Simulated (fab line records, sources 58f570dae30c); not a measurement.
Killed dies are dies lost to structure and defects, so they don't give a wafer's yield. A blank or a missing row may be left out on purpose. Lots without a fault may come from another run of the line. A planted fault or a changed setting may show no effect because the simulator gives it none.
A sampling plan put to the test | flow berkeley_cmos170 | one fab line, 36 faults that these records tell of, each judged on the records of the lots that it struck
The plan is the line's own looks: the steps of the route at which a gauge or an inspection reads the wafer and doesn't change it. A look can be judged if struck wafers have a number there and the file gives its usual mean and standard deviation on fault-free wafers. Caught: at a look after the fault's first step, the mean of the struck wafers lies 4 or more of those standard deviations (sigma) from the usual mean. On the tool: the same test on the tool's own readings at the fault's steps. Another recipe on the struck wafers, or a record that is blank for them alone, also counts as caught.

THE FAULTS, as the simulator had put them in
1. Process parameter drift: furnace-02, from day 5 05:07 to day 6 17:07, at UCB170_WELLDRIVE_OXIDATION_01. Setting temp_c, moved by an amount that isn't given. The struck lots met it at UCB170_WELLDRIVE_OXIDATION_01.
2. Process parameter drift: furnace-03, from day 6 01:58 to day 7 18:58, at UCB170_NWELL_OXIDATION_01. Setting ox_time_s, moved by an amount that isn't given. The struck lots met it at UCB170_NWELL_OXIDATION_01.
3. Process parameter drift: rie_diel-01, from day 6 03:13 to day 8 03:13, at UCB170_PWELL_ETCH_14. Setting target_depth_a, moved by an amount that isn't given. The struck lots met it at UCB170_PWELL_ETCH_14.
4. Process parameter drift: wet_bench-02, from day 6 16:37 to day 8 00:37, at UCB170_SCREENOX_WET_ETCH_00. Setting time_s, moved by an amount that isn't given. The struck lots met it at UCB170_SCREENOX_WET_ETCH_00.
5. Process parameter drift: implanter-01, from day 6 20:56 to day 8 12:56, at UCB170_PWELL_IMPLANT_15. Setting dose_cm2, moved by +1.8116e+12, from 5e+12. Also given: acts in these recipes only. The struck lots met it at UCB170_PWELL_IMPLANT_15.
6. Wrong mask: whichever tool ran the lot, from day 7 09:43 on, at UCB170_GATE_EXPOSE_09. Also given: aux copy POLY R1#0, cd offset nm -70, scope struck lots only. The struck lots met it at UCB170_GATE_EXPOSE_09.
7. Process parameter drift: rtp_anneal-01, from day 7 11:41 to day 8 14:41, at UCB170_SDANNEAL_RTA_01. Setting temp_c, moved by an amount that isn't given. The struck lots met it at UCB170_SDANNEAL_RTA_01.
8. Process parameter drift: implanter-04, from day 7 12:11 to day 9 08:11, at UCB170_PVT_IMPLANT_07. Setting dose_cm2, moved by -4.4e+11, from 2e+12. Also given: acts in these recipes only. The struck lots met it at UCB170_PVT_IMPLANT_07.
9. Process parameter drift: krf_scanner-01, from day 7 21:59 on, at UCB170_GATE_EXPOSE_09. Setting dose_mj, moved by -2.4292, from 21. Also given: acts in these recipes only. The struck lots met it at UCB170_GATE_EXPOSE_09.
10. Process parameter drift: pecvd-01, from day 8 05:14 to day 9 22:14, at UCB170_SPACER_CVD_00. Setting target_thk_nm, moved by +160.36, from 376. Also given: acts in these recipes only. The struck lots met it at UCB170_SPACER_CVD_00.
11. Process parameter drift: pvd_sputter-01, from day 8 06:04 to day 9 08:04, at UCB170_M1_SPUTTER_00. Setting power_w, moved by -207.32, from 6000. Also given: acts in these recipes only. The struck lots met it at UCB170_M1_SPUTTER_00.
12. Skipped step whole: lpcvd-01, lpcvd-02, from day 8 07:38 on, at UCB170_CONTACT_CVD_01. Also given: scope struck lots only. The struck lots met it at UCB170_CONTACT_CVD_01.
13. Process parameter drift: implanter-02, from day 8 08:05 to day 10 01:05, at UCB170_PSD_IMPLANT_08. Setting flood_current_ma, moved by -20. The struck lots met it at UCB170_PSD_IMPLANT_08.
14. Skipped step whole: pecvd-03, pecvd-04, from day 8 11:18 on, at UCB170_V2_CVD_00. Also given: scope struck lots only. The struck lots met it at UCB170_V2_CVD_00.
15. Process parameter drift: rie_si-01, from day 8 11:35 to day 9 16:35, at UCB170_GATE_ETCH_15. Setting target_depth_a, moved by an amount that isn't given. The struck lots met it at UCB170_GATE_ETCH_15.
16. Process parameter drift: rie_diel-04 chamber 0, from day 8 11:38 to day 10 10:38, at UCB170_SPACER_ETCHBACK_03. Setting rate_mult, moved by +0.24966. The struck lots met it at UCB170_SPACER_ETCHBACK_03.
17. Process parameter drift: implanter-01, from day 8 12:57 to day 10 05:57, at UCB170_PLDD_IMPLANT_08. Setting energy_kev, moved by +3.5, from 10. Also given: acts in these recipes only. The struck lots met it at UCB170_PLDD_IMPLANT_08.
18. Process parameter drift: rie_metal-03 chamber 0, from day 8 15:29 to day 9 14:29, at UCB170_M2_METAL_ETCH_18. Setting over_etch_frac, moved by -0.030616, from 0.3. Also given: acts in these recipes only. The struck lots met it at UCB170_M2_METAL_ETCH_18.
19. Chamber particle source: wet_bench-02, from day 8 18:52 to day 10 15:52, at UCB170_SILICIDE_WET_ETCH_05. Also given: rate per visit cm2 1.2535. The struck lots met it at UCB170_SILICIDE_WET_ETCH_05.
20. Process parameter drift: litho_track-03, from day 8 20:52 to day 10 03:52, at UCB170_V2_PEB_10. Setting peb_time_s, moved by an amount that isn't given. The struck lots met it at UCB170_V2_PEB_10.
21. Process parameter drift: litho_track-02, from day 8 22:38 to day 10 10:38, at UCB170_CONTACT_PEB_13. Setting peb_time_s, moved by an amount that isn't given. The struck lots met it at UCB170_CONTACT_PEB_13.
22. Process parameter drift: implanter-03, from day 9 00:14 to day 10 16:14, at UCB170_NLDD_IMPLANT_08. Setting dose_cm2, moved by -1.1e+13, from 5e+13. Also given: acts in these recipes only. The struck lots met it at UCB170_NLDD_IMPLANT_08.
23. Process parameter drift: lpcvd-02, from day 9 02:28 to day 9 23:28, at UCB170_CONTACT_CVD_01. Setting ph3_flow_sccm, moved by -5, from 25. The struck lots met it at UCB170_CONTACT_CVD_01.
24. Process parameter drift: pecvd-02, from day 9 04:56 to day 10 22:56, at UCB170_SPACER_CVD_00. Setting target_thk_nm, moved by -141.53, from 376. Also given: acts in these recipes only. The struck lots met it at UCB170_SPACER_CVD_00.
25. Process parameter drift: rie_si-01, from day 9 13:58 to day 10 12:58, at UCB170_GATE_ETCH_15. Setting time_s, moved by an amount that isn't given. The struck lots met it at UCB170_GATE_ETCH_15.
26. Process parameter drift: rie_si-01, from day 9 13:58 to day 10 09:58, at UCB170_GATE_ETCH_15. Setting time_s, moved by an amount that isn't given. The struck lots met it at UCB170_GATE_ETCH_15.
27. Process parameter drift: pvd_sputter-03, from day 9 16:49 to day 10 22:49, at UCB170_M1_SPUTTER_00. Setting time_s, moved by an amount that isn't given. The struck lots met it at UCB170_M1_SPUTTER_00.
28. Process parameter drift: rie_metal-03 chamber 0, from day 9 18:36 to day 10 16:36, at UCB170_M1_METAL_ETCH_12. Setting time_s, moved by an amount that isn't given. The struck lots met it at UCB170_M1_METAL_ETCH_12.
29. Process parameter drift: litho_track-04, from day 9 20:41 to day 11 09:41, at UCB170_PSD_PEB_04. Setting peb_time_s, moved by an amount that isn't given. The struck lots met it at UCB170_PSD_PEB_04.
30. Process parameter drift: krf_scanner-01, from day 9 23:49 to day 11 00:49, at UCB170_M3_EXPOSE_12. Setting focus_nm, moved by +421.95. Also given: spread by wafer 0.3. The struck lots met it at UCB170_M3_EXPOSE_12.
31. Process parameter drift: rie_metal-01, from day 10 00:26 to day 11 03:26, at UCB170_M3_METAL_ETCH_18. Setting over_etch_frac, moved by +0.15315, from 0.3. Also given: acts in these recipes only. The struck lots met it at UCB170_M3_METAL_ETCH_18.
32. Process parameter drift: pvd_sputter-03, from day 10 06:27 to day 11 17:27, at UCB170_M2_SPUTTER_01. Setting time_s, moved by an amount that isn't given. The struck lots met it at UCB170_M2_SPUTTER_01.
33. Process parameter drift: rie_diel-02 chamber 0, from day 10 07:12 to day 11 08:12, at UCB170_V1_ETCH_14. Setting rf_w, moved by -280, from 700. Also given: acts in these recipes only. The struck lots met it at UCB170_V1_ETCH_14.
34. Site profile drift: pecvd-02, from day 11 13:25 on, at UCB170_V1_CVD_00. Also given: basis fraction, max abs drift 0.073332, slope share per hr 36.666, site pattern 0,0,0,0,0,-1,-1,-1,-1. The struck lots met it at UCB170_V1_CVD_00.
35. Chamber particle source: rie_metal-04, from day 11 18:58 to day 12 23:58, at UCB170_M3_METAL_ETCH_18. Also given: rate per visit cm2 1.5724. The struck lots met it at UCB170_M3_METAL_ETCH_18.
36. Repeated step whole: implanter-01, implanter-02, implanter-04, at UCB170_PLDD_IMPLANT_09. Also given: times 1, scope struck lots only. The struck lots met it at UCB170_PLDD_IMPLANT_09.

WHAT THE PLAN SAW
fault | on the tool itself                               | first look that catches it                      | reading, sigma                                                 | median hours from its first step to that look | hours from the fault's start to the first struck lot there | judged looks passed uncaught
1     | tube_center_temp_C -99 or beyond sigma           | UCB170_WELLDRIVE_THK_MEAS_02                    | WELLDRIVE_OXIDE_THK -39                                        | 3.5                                           | 0                                                          | 0
2     | no reading that can be judged                    | UCB170_NWELL_THK_MEAS_02                        | NWELL_OXIDE_THK +6.1                                           | 1.4                                           | 6                                                          | 0
3     | under 2 sigma                                    | no look after it can be judged                  | -                                                              | -                                             | -                                                          | 0
4     | run_length_s +50 sigma                           | UCB170_FIELD_THK_MEAS_91                        | FIELD_OXIDE_LEFT_2_THK -4.0                                    | 11.1                                          | 14                                                         | 1
5     | dose_ions_cm2 +99 or beyond sigma                | UCB170_PWELL_TW_MEAS_17                         | PWELL_TW +10                                                   | 0.2                                           | 0                                                          | 0
6     | no reading that can be judged                    | UCB170_GATE_CD_MEAS_12                          | cd_nm -43                                                      | 0.6                                           | 1                                                          | 0
7     | wafer_temp_C_max -32 sigma                       | UCB170_SDANNEAL_RS_MEAS_02                      | PSD_RS +82                                                     | 0.1                                           | 5                                                          | 0
8     | dose_ions_cm2 -99 or beyond sigma                | UCB170_PVT_TW_MEAS_09                           | PVT_TW -6.4                                                    | 0.2                                           | 6                                                          | 0
9     | exposure_dose_mJ_cm2 -59 sigma                   | UCB170_GATE_CD_MEAS_12                          | cd_nm +11                                                      | 0.6                                           | 6                                                          | 0
10    | under 2 sigma                                    | UCB170_SPACER_THK_MEAS_01                       | SPACER_TEOS_THK +35                                            | 0.1                                           | 7                                                          | 0
11    | cathode_dc_power_W -99 or beyond sigma           | none of the 2 looks that can be judged after it | strongest: M1_AL_RS at UCB170_M1_RS_MEAS_01, +3.8              | -                                             | -                                                          | 2
12    | the tool's record is blank for the struck wafers | no look after it can be judged                  | -                                                              | -                                             | -                                                          | 0
13    | no reading that can be judged                    | none of the 9 looks that can be judged after it | -                                                              | -                                             | -                                                          | 9
14    | the tool's record is blank for the struck wafers | not the one look that can be judged after it    | strongest: V2_BOW at UCB170_V2_BOW_MEAS_03, -2.8               | -                                             | -                                                          | 1
15    | oes_product_au +8.4 sigma                        | no look after it can be judged                  | -                                                              | -                                             | -                                                          | 0
16    | under 2 sigma                                    | none of the 6 looks that can be judged after it | -                                                              | -                                             | -                                                          | 6
17    | beam_energy_keV +99 or beyond sigma              | UCB170_PLDD_TW_MEAS_11                          | PLDD_TW +4.5                                                   | 0.4                                           | 4                                                          | 0
18    | under 2 sigma                                    | no look after it can be judged                  | -                                                              | -                                             | -                                                          | 0
19    | under 2 sigma                                    | no look after it can be judged                  | -                                                              | -                                             | -                                                          | 0
20    | heater_power_total_W +14 sigma                   | none of the 2 looks that can be judged after it | strongest: cd_nm at UCB170_V2_CD_MEAS_12, -2.1                 | -                                             | -                                                          | 2
21    | under 2 sigma                                    | UCB170_CONTACT_CD_MEAS_15                       | cd_nm +4.4                                                     | 0.3                                           | 13                                                         | 0
22    | dose_ions_cm2 -99 or beyond sigma                | UCB170_SDANNEAL_RS_MEAS_05                      | NLDD_RS +41                                                    | 12.6                                          | 25                                                         | 1
23    | ph3_flow_sccm -66 sigma                          | not the one look that can be judged after it    | strongest: CONTACT_PSG_THK at UCB170_CONTACT_THK_MEAS_02, -2.8 | -                                             | -                                                          | 1
24    | under 2 sigma                                    | UCB170_SPACER_THK_MEAS_01                       | SPACER_TEOS_THK -32                                            | 0.1                                           | 9                                                          | 0
25    | run_length_s -44 sigma                           | no look after it can be judged                  | -                                                              | -                                             | -                                                          | 0
26    | run_length_s -44 sigma                           | no look after it can be judged                  | -                                                              | -                                             | -                                                          | 0
27    | under 2 sigma                                    | UCB170_M1_RS_MEAS_01                            | M1_AL_RS -22                                                   | 0.1                                           | 12                                                         | 0
28    | run_length_s -48 sigma                           | none of the 2 looks that can be judged after it | strongest: cd_nm at UCB170_M1_CD_MEAS_90, +2.6                 | -                                             | -                                                          | 2
29    | under 2 sigma                                    | UCB170_PSD_CD_MEAS_06                           | cd_nm +4.2                                                     | 0.3                                           | 1                                                          | 0
30    | exposure_dose_mJ_cm2 -5.0 sigma                  | UCB170_M3_CD_MEAS_15                            | cd_nm -4.6                                                     | 0.6                                           | 24                                                         | 0
31    | only faintly: oes_product_au -2.4 sigma          | no look after it can be judged                  | -                                                              | -                                             | -                                                          | 0
32    | under 2 sigma                                    | UCB170_M2_RS_MEAS_02                            | M2_AL_RS +14                                                   | 0.1                                           | 9                                                          | 0
33    | rf_fwd_power_W -99 or beyond sigma               | UCB170_V1_CD_MEAS_90                            | cd_nm -4.1                                                     | 0.3                                           | 19                                                         | 0
34    | under 2 sigma                                    | UCB170_V1_THK_MEAS_04                           | V1_POLISHED_THK -65                                            | 0.7                                           | 14                                                         | 0
35    | under 2 sigma                                    | no look after it can be judged                  | -                                                              | -                                             | -                                                          | 0
36    | under 2 sigma                                    | UCB170_PLDD_TW_MEAS_11                          | PLDD_TW +11                                                    | 0.6                                           | -                                                          | 0
A dash: the fault isn't caught, or these records don't give the number.

Caught at a look: 20 of 36. Caught on the tool: 19 of 36. By one or the other: 29 of 36.
Caught on the tool alone: faults 11, 12, 14, 15, 20, 23, 25, 26, 28.
Caught at a look alone: faults 2, 6, 10, 21, 24, 27, 29, 32, 34, 36.
Caught by neither: faults 3, 13, 16, 18, 19, 31, 35.

THINNER SAMPLING
If the look that catches a fault measured only every second or every third lot, by lot number, the first struck lot would be measured this late in the worst case:
fault | struck lots at that look, in order of time | every lot | every second lot | every third lot
1     | L585, L586, L588                           | 0 h       | 7 h              | may miss all 3
2     | L867, L868                                 | 6 h       | 10 h             | may miss all 2
4     | L605, L610, L609                           | 14 h      | 35 h             | 35 h
5     | L553, L558                                 | 0 h       | 19 h             | may miss all 2
6     | L347                                       | 1 h       | may miss it      | may miss it
7     | L427, L431, L432                           | 5 h       | 19 h             | 19 h
8     | L677, L682                                 | 6 h       | 37 h             | may miss all 2
9     | L449, L450                                 | 6 h       | 10 h             | may miss all 2
10    | L905, L909                                 | 7 h       | may miss all 2   | may miss all 2
17    | L600, L602, L604                           | 4 h       | may miss all 3   | 33 h
21    | L714, L715                                 | 13 h      | 31 h             | may miss all 2
22    | L965, L968                                 | 25 h      | 37 h             | may miss all 2
24    | L572, L575                                 | 9 h       | 19 h             | may miss all 2
27    | L436, L437                                 | 12 h      | 14 h             | may miss all 2
29    | L100, L101                                 | 1 h       | 12 h             | may miss all 2
30    | L878                                       | 24 h      | may miss it      | may miss it
32    | L926, L931                                 | 9 h       | 20 h             | may miss all 2
33    | L619                                       | 19 h      | may miss it      | may miss it
34    | L802, L804                                 | 14 h      | may miss all 2   | may miss all 2
Hours are from the fault's start to the first struck lot that is measured. The limit of 4 sigma was tested on all struck wafers together, so one lot alone may lie under it. Other struck lots may not be in these records.

THE LONGEST TIMED WAY FROM STEP TO LOOK
Fault 22: a median of 12.6 hours passes between UCB170_NLDD_IMPLANT_08 and UCB170_SDANNEAL_RS_MEAS_05. The look between them that can be judged stayed within 4 sigma: UCB170_NLDD_TW_MEAS_11.
